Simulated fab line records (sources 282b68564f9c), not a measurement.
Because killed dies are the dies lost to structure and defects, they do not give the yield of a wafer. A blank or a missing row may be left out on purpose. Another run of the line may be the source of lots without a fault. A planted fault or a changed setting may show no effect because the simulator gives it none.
Struck lot and sound lot, side by side | flow rit-cmos | 15 steps out of a route of 202
Sound: these wafers, L849.3, L849.4, L849.5. Wafers struck: L853.2, L853.4, L853.6. The cause is given at the end.
Order at every step that has rows: each side's tool, ch and its chambers, its first start. Under that, the readings that differ: sound wafers | struck wafers | difference of the means | sigmas: that difference in standard deviations of wafers without a fault.
alike: words and numbers the same on both sides, and readings whose means are apart by under 2 such deviations; not compared: readings that were withheld, readings missing a value for some wafer, numbers with overlapping values and no deviation given by the record, and bounds like >300 which may hide the same value.
A row with sigmas, a row that says differs or no value, or rows on one side alone: a step with any of these is where the two part. Numbers that have no deviation but don't overlap get no sigmas and don't part them. A reading missing from all wafers of one side parts the sides only when that side holds two or more wafers.

first, 5 steps without rows for these wafers: RIT_M1_COAT_04 (resist thk 1300 nm); RIT_M1_SOFTBAKE_05 (time 60 s); RIT_M1_EXPOSE_06 (exposes mask M12, target cd 2600 nm); RIT_M1_PEB_07; RIT_M1_DEVELOP_08 (develop time 68 s).
RIT_M1_CD_MEAS_09: target cd 2600 nm.
  struck on cd-sem-02, day 4 11:54; sound on cd-sem-02, day 3 18:25
  alike: cd-nm
RIT_M1_OVL_MEAS_10:
  struck on overlay-01, day 4 12:01; sound on overlay-01, day 3 18:31
  alike: M1_OVL
then, 1 step without rows for these wafers: RIT_M1_HARDBAKE_11 (time 120 s).
RIT_M1_METAL_ETCH_12: etches Al in Cl2/BCl3, stops on SiO2, time 165 s, target depth 600 nm.
  sound on rie-metal-03 ch 0,1, day 3 18:50; struck on rie-metal-03 ch 0,1, day 4 12:17
  alike: drypump-motor-current-A, oes-product-au, throttle-valve-pct
  not compared: rf-hours-counter-h
then, 1 step without rows for these wafers: RIT_M1_STRIP_13 (strips in nmp, time 600 s).
RIT_M1_STRIP_14: strips in O2, time 180 s.
  sound on plasma-asher-02 ch 0,1, day 3 19:11; struck on plasma-asher-03 ch 0,1, day 4 12:38
  alike: drypump-motor-current-A, rf-refl-power-W
  not compared: rf-hours-counter-h
RIT_M1_CD_MEAS_90: target cd 2600 nm.
  struck on cd-sem-01, day 4 12:49; sound on cd-sem-01, day 3 19:20
  alike: cd-nm
RIT_M1_ANNEAL_15: time 1800 s.
  sound on furnace-02 ch 0, day 3 19:25; struck on furnace-02 ch 0, day 4 12:55
  reading                   | sound                | struck               | difference | sigmas
  spike-tc-centre-C (C)     | 451.1 452.1 451.7    | 495.2 497.2 496.1    | +44.5      | +46
  spike-tc-load-C (C)       | 465.2 466.0 464.6    | 512.5 511.8 512.7    | +47.1      | +52
  spike-tc-source-C (C)     | 473.9 473.8 474.5    | 518.8 521.7 521.9    | +46.7      | +42
  tube-center-temp-C (C)    | 449.95 449.95 450.07 | 494.98 494.96 495.05 | +45.01     | +99 or more
  tube_center_temp_C_max    | 451.40 451.30 451.32 | 495.96 496.04 496.13 | +44.70     | +99 or more
  zone-power-centre-pct (%) | 21.25 20.88 20.99    | 23.68 22.96 23.36    | +2.29      | +10
  zone-power-load-pct (%)   | 6.40 6.45 6.40       | 7.40 7.53 7.49       | +1.06      | +18
  zone-power-source-pct (%) | 8.33 8.31 8.21       | 9.55 9.51 9.47       | +1.23      | +16
RIT_M1_BOW_MEAS_16:
  struck on film-metro-02, day 4 14:26; sound on film-metro-01, day 3 20:57
  alike: M1_BOW
RIT_M1_PROBE_99:
  struck on prober-02, day 4 14:35; sound on prober-02, day 3 21:08
  reading                 | sound       | struck      | difference | sigmas
  sort_bin_5_function (%) | 2.7 2.3 1.9 | 0.4 1.1 1.1 | -1.4       | -2
  alike: defect-limited-yield, killed-at-contacts, killed-at-front-end, killed-dies, killed-open, killed-short, sort_bin_3_pad_short, sort_bin_6_memory, sort-n-pass, sort-yield-pct

## WHERE THEY PART
Last at RIT_M1_PROBE_99 as far as this record goes, first at RIT_M1_ANNEAL_15.

WHY: whatever the simulator had introduced
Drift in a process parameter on furnace-02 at RIT_M1_ANNEAL_15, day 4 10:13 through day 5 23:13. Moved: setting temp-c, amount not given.
